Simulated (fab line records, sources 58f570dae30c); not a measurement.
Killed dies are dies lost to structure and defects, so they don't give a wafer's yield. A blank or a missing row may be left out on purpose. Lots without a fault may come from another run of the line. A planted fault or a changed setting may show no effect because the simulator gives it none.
Problem report in the 8D (eight disciplines) form, filled by code | flow berkeley_cmos170 | the parts of the form that need people (team, actions taken, sign-off) are left out

1. THE PROBLEM
oes_product_au at UCB170_GATE_ETCH_14 reads a mean of 0.807 a.u. on 6 wafers of 2 lots; wafers without a fault read 1.010 a.u. with a standard deviation of 0.017. That is -12 standard deviations from the usual mean.
The step: etches BARC in N2/H2.
First seen on wafer L375.2, day 9 13:34, on rie_diel-03. The record holds 42 wafers of 14 lots with a number at this step. Rule for "out", or "out of limits": more than 4 standard deviations from the usual mean. The other wafers with a number count as sound.

2. WHAT IT IS AND WHAT IT IS NOT
question                    | is                     | is not
which readings at this step | oes_product_au         | drypump_motor_current_A, throttle_valve_pct
which lots                  | L375, L378             | L367, L368, L369, L370, L371, L372, L373, L374, L377, L383, L386, L388
which wafers of those lots  | all that have a number | -
read on which tools         | rie_diel-03            | rie_diel-02, rie_diel-04
when                        | from day 9 13:34       | up to then (24 sound wafers); but 12 sound wafers of L377, L383, L386, L388 came after

3. SUSPECTS, AND WHAT RULES EACH OUT
Counting: a tool at a process step up to the reading stays a suspect if it ran every lot that is out and no sound lot after the first of them.
- rie_diel-03 at UCB170_GATE_ETCH_14 (etches BARC in N2/H2): kept. It ran every lot that is out, first L375 (day 9 13:34), and no sound lot after that; its last sound lot up to then is L374 (day 9 03:11). Its own readings are out on those wafers: oes_product_au.
Left after counting: rie_diel-03 at UCB170_GATE_ETCH_14.

4. THE CAUSE (what the simulator had put in)
Process parameter drift: rie_diel-03, from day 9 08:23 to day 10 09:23, at UCB170_GATE_ETCH_14. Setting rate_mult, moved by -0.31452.
Counting left only this tool.

5. THE CHAIN OF EFFECTS, in route order
Each row: a reading whose mean over the struck wafers that have a number lies more than 3 standard deviations from the usual. Only readings for which the record gives a usual standard deviation are gone through. hours: the time from each lot's start at the first step in this table that gives one to its start at this step, as a median over the lots. sigmas: the change in usual standard deviations.
hours | step                | reading        | usual      | on struck wafers | change | sigmas
0     | UCB170_GATE_ETCH_14 | oes_product_au | 1.010 a.u. | 0.807            | -0.203 | -12
The process steps in it:
- UCB170_GATE_ETCH_14: etches BARC in N2/H2.
Later measuring or inspecting steps at which every struck wafer that the step has a row for has a number for every such reading, and none has moved that far: UCB170_NSD_CD_MEAS_06, UCB170_V2_CD_MEAS_90.

6. WHAT WOULD HAVE CAUGHT IT SOONER
In this record the first reading out of limits was taken at day 9 13:34, 5 hours after the fault began at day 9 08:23.
